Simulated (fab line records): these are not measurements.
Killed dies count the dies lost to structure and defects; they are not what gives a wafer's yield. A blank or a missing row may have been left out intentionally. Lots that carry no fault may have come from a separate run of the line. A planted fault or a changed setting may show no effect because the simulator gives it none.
2 desks, one fault + flow rit_cmos + only its own numbers are on each desk; what lay behind them is given at the end

== THE METROLOGY DESK ==
Lot by lot, what the gauges showed, no matter which tool ran the lot: averages of those sampled wafers that carry a number. If a lot's mean is further than 4 standard deviations from the usual mean, the lot is out of limits and carries the mark OUT (the distance appears in the brackets).
Columns: A = cd_nm at RIT_ACTIVE_CD_MEAS_90, usual 1400.0 nm; B = NSD_TW at RIT_NSD_TW_MEAS_10, usual 3093; C = NSD_RS at RIT_SDANNEAL_RS_MEAS_05, usual 84.7 ohm/sq
| lot  | first seen here | A      | B               | C              |
|------|-----------------|--------|-----------------|----------------|
| L401 | day 1 20:50     | 1399.2 | 3112            | 85.3           |
| L402 | day 2 01:50     | 1401.0 | 3067            | 84.3           |
| L403 | day 2 06:48     | 1403.1 | 3119            | 84.5           |
| L405 | day 2 17:02     | 1397.9 | 3380 (+9.9) OUT | 60.5 (-76) OUT |
| L406 | day 3 04:43     | 1399.2 | 3133            | 84.5           |
| L407 | day 3 04:47     | 1400.2 | 3350 (+8.9) OUT | 60.2 (-76) OUT |
| L413 | day 4 08:04     | 1399.9 | 3051            | 84.8           |
| L414 | day 4 14:07     | 1399.6 | 3122            | 85.1           |
| L418 | day 5 11:34     | 1398.5 | 3131            | 84.7           |
| L419 | day 5 14:02     | 1399.6 | 3125            | 84.6           |
| L420 | day 5 19:11     | 1401.2 | 3089            | 84.9           |
| L421 | day 6 00:47     | 1401.2 | 3103            | 84.9           |
| L422 | day 6 05:44     | 1398.3 | 3065            | 84.8           |
| L423 | day 6 10:07     | 1402.3 | 3082            | 84.4           |
This desk reports L405, L407 out of limits; the earliest was L405 at day 4 01:52 (NSD_TW at RIT_NSD_TW_MEAS_10). L401, L402, L403, L406, L413, L414, L418, L419, L420, L421, L422, L423 stayed within limits.

== DESK OF THE TOOL OWNER: implanter-03 ==
The tool's own readings at RIT_NSD_IMPLANT_08, given as means over the sampled wafers that have a number, one for each lot that went through this tool. If a lot's mean is further than 4 standard deviations from the usual mean, the lot is out of limits and carries the mark OUT (the distance appears in the brackets).
Columns: A = dose_ions_cm2 at RIT_NSD_IMPLANT_08, usual 1e+15; B = end_station_pressure_torr at RIT_NSD_IMPLANT_08, usual 7.6e-06 Torr; C = faraday_current_uA at RIT_NSD_IMPLANT_08, usual 3134
| lot  | first seen here | A                       | B                  | C              |
|------|-----------------|-------------------------|--------------------|----------------|
| L401 | day 3 10:25     | 1e+15                   | 8.0e-06            | 3093           |
| L403 | day 3 19:12     | 1e+15                   | 7.4e-06            | 3112           |
| L405 | day 4 01:34     | 2e+15 (+99 or more) OUT | 8.7e-06            | 5044 (+30) OUT |
| L407 | day 4 17:24     | 2e+15 (+99 or more) OUT | 9.6e-06 (+5.2) OUT | 4926 (+28) OUT |
| L419 | day 6 22:55     | 1e+15                   | 7.5e-06            | 3206           |
| L421 | day 7 09:14     | 1e+15                   | 7.4e-06            | 3131           |
This desk's finding: out of limits on L405, L407; first on L405, day 4 01:34 (dose_ions_cm2 at RIT_NSD_IMPLANT_08). L401, L403, L419, L421 stayed within limits.

== TAKEN TOGETHER ==
The tool owner's desk could have raised an alarm at day 4 01:34, on L405, L407.
On L405, L407, the metrology desk was in a position to raise an alarm at day 4 01:52.
All the named lots went through RIT_NSD_IMPLANT_08 on implanter-03.

== WHAT THE SIMULATOR PUT IN ==
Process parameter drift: implanter-03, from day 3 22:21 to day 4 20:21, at RIT_NSD_IMPLANT_08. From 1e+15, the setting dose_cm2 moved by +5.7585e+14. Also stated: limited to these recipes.
Struck lots among those shown: L405, L407.
Fault start to first reading out of limits, in hours, per desk: tool owner, 3; metrology, 4.
